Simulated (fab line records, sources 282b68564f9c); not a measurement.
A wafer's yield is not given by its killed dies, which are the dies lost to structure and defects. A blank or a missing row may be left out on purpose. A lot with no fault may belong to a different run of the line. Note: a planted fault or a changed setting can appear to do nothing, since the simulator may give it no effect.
Which tool was responsible?    flow ritCmos    13 lots, 39 wafers sampled, at 2 steps of a route of 202

WHAT EACH GAUGE READ, for each wafer
Not one reading of a measure or inspect step in the record can be checked against a usual standard deviation.

WHAT TOOL EACH LOT RAN ON (gives the tool, then ch and the chambers of the sampled wafers, and finally the start)
lot   RIT_REOX_CLEAN_02              RIT_M1_PROBE_99
L361  wetBench-01 ch 3, day 2 14:43  -
L362  wetBench-02 ch 3, day 2 19:49  -
L364  wetBench-01 ch 0, day 3 04:10  -
L367  wetBench-02 ch 2, day 4 00:18  -
L368  wetBench-01 ch 0, day 4 02:09  -
L369  wetBench-02 ch 1, day 4 08:02  prober-02, day 5 03:37
L370  wetBench-01 ch 3, day 4 11:15  prober-02, day 5 06:49
L372  wetBench-01 ch 2, day 4 22:39  prober-02, day 5 17:41
L373  wetBench-04 ch 0, day 5 05:14  -
L374  wetBench-01 ch 0, day 5 09:02  -
L375  wetBench-04 ch 2, day 5 14:05  -
L378  wetBench-02 ch 0, day 6 04:32  prober-01, day 7 00:28
L381  wetBench-01 ch 2, day 6 20:20  prober-02, day 7 16:52
- RIT_REOX_CLEAN_02: cleans in SC2, time 600 s.
- RIT_M1_PROBE_99

WHAT THE TOOLS THEMSELVES READ (means of the sampled wafers that have a number; where no wafer has one, the mark that the record gives instead)
RIT_M1_PROBE_99.
lot   tool       killed_at_M0_to_M3  killedAtContacts  killedAtFrontEnd  killedDies  killedOpen  killedShort
L369  prober-02  0.0                 0.0               5                 5           3.0         2.3
L370  prober-02  0.0                 0.0               5                 5           3.0         2.0
L372  prober-02  0.0                 0.0               4                 4           3.0         1.0
L378  prober-01  0.0                 0.3               8                 8           3.7         4.3
L381  prober-02  0.0                 0.0               45                45          3.7         5.0

THE ANSWER, worked out from the rows above alone
Rule: what is usual is taken from the lots themselves. The widest of any qualifying gaps counts: lots, ordered by their means at a reading, are off when they make up no more than a third of the lots, leave a main group of 4 or more, and stand apart from it by 3 or more times the standard deviation of that group's means. If all means in a main group match to the digits the tables above print for the reading, that group is not used. A lot without any number at a reading at which 4 lots or more have one is off too. All remaining lots with rows at the step are treated as sound. After the gauges, taken in route order, come the tools' own readings; for these a lot's mean is taken, as printed above. At the first step where some lot is off, the reading lying furthest off is the one used; lots without a number count as furthest.
Off: L381, at RIT_M1_PROBE_99 (killedAtFrontEnd). For the main group the mean is 6 and the standard deviation 1.5. Neither off nor sound, because the step has no rows for them: L361, L362, L364, L367, L368, L373, L374, L375.
If a tool, at that step or one of the process steps before it, ran each lot that is off and ran no sound lot following the first of them, it fits. This does not decide it: 2 tools fit, namely wetBench-01 at RIT_REOX_CLEAN_02 and prober-02 at RIT_M1_PROBE_99.

WHAT THE SIMULATOR PUT IN
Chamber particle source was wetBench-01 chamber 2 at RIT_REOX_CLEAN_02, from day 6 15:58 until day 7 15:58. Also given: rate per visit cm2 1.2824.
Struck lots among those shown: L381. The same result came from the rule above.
